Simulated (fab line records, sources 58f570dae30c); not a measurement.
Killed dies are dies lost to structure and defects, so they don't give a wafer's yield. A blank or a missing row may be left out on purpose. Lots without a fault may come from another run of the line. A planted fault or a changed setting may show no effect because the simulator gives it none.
Chamber matching | flow berkeley_cmos170 | UCB170_SPACER_ETCHBACK_03 on rie_diel-03: 4 sister chambers
The step etches SiO2 in CHF3/CF4/Ar, stops on Si, target depth 376 nm, time 100 s. 4 wafers are shown with their chamber, then 7 later ones without.

WAFERS WITH THEIR CHAMBER
wafer  | chamber | drypump_motor_current_A (A)
L367.2 | 3       | 5.84
L373.3 | 2       | 5.53
L379.1 | 1       | 5.02
L379.2 | 0       | 5.58

WAFERS WITHOUT THEIR CHAMBER
wafer  | drypump_motor_current_A (A)
L379.5 | 5.02
L382.2 | 5.86
L382.3 | 5.04
L382.6 | 5.51
L385.1 | 5.82
L385.4 | 5.62
L385.6 | 5.53

WHICH CHAMBER EACH WENT THROUGH
wafer  | from the rows above | in truth
L379.5 | 1                   | 1
L382.2 | 3                   | 3
L382.3 | 1                   | 1
L382.6 | 2                   | 2
L385.1 | 3                   | 3
L385.4 | 0                   | 0
L385.6 | 2                   | 2
Placed correctly: 7 of 7. Can't be placed from these rows: 0. Placed wrongly: 0.
How it was worked out, from the rows above alone: a wafer's distance from a chamber is the root of the sum, over the readings, of the square of ((its reading less the chamber's mean) divided by the reading's scatter). The wafer belongs to the nearest chamber; if the next one is less than 2 further off, it can't be placed. A chamber's mean is the mean of its shown wafers. The scatter: with one shown wafer a chamber, the root of the mean of the squares of how far each hidden wafer lies from its nearest shown one.
